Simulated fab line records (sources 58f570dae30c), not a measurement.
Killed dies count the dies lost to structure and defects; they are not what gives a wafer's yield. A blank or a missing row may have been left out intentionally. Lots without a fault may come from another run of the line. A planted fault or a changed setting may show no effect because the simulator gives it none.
A lot that was struck, set against a sound lot | flow berkeley cmos170 | 16 out of 331 route steps
Sound: these wafers, L662.3, L662.5, L662.6. Wafers L672.1, L672.2, L672.4 were the ones struck. The cause is given at the end.
At each step with rows: each side's tool, then ch and its chambers, then its first start. Under that, the readings that differ: sound wafers | struck wafers | difference of the means | sigmas: that difference in standard deviations of wafers without a fault.
alike: words and numbers the same on both sides, and readings whose means are apart by under 2 such deviations; not compared: readings that were withheld, readings missing a value for some wafer, numbers with overlapping values and no deviation given by the record, and bounds like >300 which may hide the same value.
A row with sigmas, a row that says differs or no value, or rows on one side alone: a step with any of these is where the two part. When numbers do not overlap yet have no deviation, they are printed without sigmas and do not part them. A reading missing from all wafers of one side parts the sides only when that side holds two or more wafers.

first, 6 steps without rows for these wafers: UCB170_M2_COAT_09; UCB170_M2_COAT_10 (resist thk 900 nm); UCB170_M2_SOFTBAKE_11 (time 60 s); UCB170_M2_EXPOSE_12 (exposes mask METAL2, target cd 700 nm); UCB170_M2_PEB_13; UCB170_M2_DEVELOP_14 (develop time 45 s).
UCB170_M2_CD_MEAS_15 targets a cd of 700 nm.
  sound: cd sem-01 at day 9 13:39; struck: cd sem-02 at day 11 03:10
  alike: cd nm
UCB170_M2_OVL_MEAS_16:
  sound: overlay-01 at day 9 13:45; struck: overlay-01 at day 11 03:17
  alike: M2_OVL
UCB170_M2_ETCH_17: etches BARC in N2/H2.
  sound on rie diel-01 ch 0,1,2, day 9 13:46; struck on rie diel-02 ch 0,1,3, day 11 03:19
  alike: drypump motor current A, oes product au, throttle valve pct
UCB170_M2_METAL_ETCH_18: etches Al in Cl2/BCl3, stops on SiO2, target depth 1170 nm, time 195 s.
  sound on rie metal-02 ch 0,1, day 9 13:52; struck on rie metal-03 ch 0,1, day 11 03:22
  reading                | sound             | struck            | difference | sigmas
  throttle valve pct (%) | 24.08 24.08 23.99 | 24.55 24.51 24.54 | +0.48      | +2
  alike: drypump motor current A, oes product au
  not compared: rf hours counter h
UCB170_M2_STRIP_19: strips in O2.
  sound on plasma asher-01 ch 0,1, day 9 14:02; struck on plasma asher-03 ch 0,1, day 11 03:33
  alike: drypump motor current A, oes product au
  not compared: rf hours counter h
UCB170_M2_CD_MEAS_90 targets a cd of 700 nm.
  sound: cd sem-02 at day 9 14:08; struck: cd sem-02 at day 11 03:39
  alike: cd nm
UCB170_V2_CVD_00: deposits SiO2 from TEOS/O2, target thk 2000 nm, time 250 s.
  sound on pecvd-01 ch 0,2, day 9 14:13; struck on pecvd-04 ch 0,2, day 11 03:46
  reading                             | sound             | struck            | difference | sigmas
  run length s (s)                    | 277.7 278.2 278.3 | 296.8 296.3 296.1 | +18.3      | +37
  model.SiO2_of_V2_CVD_00.thk nm (nm) | 1964 2020 2016    | 2191 2175 2197    | +188       |
  alike: heater power w
UCB170_V2_THK_MEAS_01:
  sound: film metro-01 at day 9 14:24; struck: film metro-04 at day 11 04:09
  reading          | sound          | struck         | difference | sigmas
  V2_TEOS_THK (nm) | 1964 2019 2016 | 2189 2177 2197 | +188       | +6
  not compared: hold
UCB170_V2_CMP_02: polishes SiO2.
  sound on cmp-02 ch 0,1,3, day 9 14:32; struck on cmp-01 ch 0,1,2, day 11 06:37
  reading | sound | struck                                                                     | difference                   | sigmas
  hold    | - - - | await dispo/2.3h/release await dispo/2.3h/release await dispo/2.3h/release | no value on the sound wafers |
  alike: motor current A
UCB170_M3_PROBE_99:
  only the struck wafers here have rows in the record (prober-02, day 11 11:53); the sound ones have none

== WHERE THEY PART ==
First at UCB170_M2_METAL_ETCH_18; last, within this record, at UCB170_M3_PROBE_99.

WHY: whatever the simulator had introduced
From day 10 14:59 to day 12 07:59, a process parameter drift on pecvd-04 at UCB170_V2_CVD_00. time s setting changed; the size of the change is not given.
